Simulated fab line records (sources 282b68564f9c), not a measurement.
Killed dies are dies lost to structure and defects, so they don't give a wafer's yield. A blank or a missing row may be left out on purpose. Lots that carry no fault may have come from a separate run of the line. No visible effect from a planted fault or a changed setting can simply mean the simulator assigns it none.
8D (eight disciplines) problem report, filled in by code | flow rit_cmos | the parts of the form that need people (team, actions taken, sign-off) are left out

## 1. WHAT WENT WRONG
Wafers without a fault read 208.2 s with a standard deviation of 0.4, while run_length_s at RIT_PSD_STRIP_09 averages 117.1 s across 3 wafers of 1 lot. So: -99 or more standard deviations from the usual mean.
The step: strips in O2, time 180 s.
The first sign was on wafer L115.2 at day 6 02:47, on plasma_asher-03. Wafers with a number at this step in the record: 39, from 13 lots. By rule, "out" or "out of limits" means more than 4 standard deviations away from the usual mean. The other wafers with a number count as sound.

## 2. WHAT IT IS, AND WHAT IT ISN'T
question                    | is                     | is not
which readings at this step | run_length_s           | drypump_motor_current_A
which lots                  | L115                   | L102, L103, L105, L106, L108, L109, L112, L113, L121, L122, L123, L125
which wafers of those lots  | all that have a number | -
read on which tools         | plasma_asher-03        | plasma_asher-02, plasma_asher-04
when                        | from day 6 02:47       | up to then (24 sound wafers); but 12 sound wafers of L121, L122, L123, L125 came after

## 3. SUSPECTS, AND WHAT RULES EACH OUT
Counting: a tool at a process step up to the reading stays a suspect if it ran every lot that is out and no sound lot after the first of them.
- plasma_asher-03 at RIT_PSD_STRIP_09 (strips in O2, time 180 s): kept. It ran the lot that is out, L115 (day 6 02:47), and no sound lot after that; its last sound lot up to then is L113 (day 5 18:15). Out on those wafers are its own readings of run_length_s.
After counting, what remains is plasma_asher-03 at RIT_PSD_STRIP_09.

## 4. THE CAUSE (what the simulator had put in)
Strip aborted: plasma_asher-03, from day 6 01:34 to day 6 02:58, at RIT_PSD_STRIP_09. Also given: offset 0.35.
Counting left only this tool.

## 5. THE CHAIN OF EFFECTS, in route order
Each row: a reading whose mean over the struck wafers that have a number lies more than 3 standard deviations from the usual. Only readings for which the record gives a usual standard deviation are gone through. hours: the time from each lot's start at the first step in this table that gives one to its start at this step, as a median over the lots. sigmas: the change in usual standard deviations.
hours | step             | reading             | usual   | on struck wafers | change | sigmas
0     | RIT_PSD_STRIP_09 | run_length_s        | 208.2 s | 117.1            | -91.1  | -99 or more
8     | RIT_M1_PROBE_99  | killed_at_front_end | 6.5     | 264.0            | +257.5 | +92
8     | RIT_M1_PROBE_99  | killed_dies         | 6.5     | 264.0            | +257.5 | +92
8     | RIT_M1_PROBE_99  | killed_on_rim       | 1.7     | 70.0             | +68.3  | +53
Its process steps:
- RIT_PSD_STRIP_09: strips in O2, time 180 s.
- RIT_M1_PROBE_99

## 6. WHAT WOULD HAVE CAUGHT IT SOONER
In this record the first reading out of limits was taken at day 6 02:47, 1 hour after the fault began at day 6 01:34.
